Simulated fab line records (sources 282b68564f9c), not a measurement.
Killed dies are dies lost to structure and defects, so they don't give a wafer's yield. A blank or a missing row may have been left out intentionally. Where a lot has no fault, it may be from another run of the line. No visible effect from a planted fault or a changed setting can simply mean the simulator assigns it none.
A lot that was struck, set against a sound lot | flow rit_cmos | 14 steps out of a route of 202
Sound: these wafers, L502.1, L502.2, L502.4. Wafers L511.1, L511.4, L511.6 were the ones struck. The cause is named last.
At each step with rows: each side's tool, then ch and its chambers, then its first start. Under that, the readings that differ: sound wafers | struck wafers | difference of the means | sigmas: that difference in standard deviations of wafers without a fault.
alike: same words and numbers on both sides, and readings whose means sit less than 2 such deviations apart. not compared: any withheld reading, any reading some wafer has no value for, any bound like >300 that may hide the same value, and any number with overlapping values for which the record gives no deviation.
The two part at a step that has a row with sigmas, a row that says differs or no value, or rows on one side only. When numbers do not overlap yet have no deviation, they are printed without sigmas and do not part them. Lack of a reading on every wafer of one side parts them only where that side has two or more wafers.

RIT_FOX1_THK_MEAS_01:
  sound: film_metro-04 at day 2 23:17; struck: film_metro-03 at day 4 21:22
  reading             | sound       | struck      | difference | sigmas
  FOX1_OXIDE_THK (nm) | 361 359 365 | 338 343 343 | -20        | -2
then, 2 steps without rows for these wafers: RIT_FOX1_WET_ETCH_02 (etches SiO2 in BOE, target depth 350 nm, time 390 s); RIT_FOX2_OXIDATION_00 (target thk 350.7 nm, ox time 1130 s).
RIT_FOX2_THK_MEAS_01:
  sound: film_metro-02 at day 3 01:03; struck: film_metro-04 at day 4 22:52
  alike: FOX2_OXIDE_THK
then, 2 steps without rows for these wafers: RIT_FOX2_CLEAN_02 (cleans in dHF, time 180 s); RIT_FOX2_WET_ETCH_03 (etches Si3N4 in H3PO4, target depth 195 nm, time 2700 s).
RIT_FOX2_THK_MEAS_90:
  sound: film_metro-02 at day 3 01:59; struck: film_metro-02 at day 4 23:44
  alike: FIELD_OXIDE_LEFT_1_THK
then, 5 steps without rows for these wafers: RIT_NWELL_HMDS_00 (prime time 60 s); RIT_NWELL_COAT_01 (resist thk 1300 nm); RIT_NWELL_SOFTBAKE_02 (time 58.47 s); RIT_NWELL_EXPOSE_03 (exposes mask M2, target cd 43900 nm); RIT_NWELL_PEB_04.
RIT_NWELL_DEVELOP_05: develop time 68 s.
  sound on litho_track-04 ch 0, day 3 02:00; struck on litho_track-04, day 5 00:00
  no value came back on the struck wafers for chill_plate_temp_C (C), develop_time_s (s); on the sound wafers chill_plate_temp_C (C) reads 22.96 23.07 22.97
RIT_NWELL_OVL_MEAS_06:
  sound: overlay-02 at day 3 02:56; struck: overlay-02 at day 5 00:47
  reading        | sound        | struck | difference                    | sigmas
  NWELL_OVL (nm) | -1.0 0.3 1.8 | - - -  | no value on the struck wafers |

## WHERE THEY PART
Last at RIT_NWELL_OVL_MEAS_06 as far as this record goes, first at RIT_FOX1_THK_MEAS_01.

WHY: what had been put in by the simulator
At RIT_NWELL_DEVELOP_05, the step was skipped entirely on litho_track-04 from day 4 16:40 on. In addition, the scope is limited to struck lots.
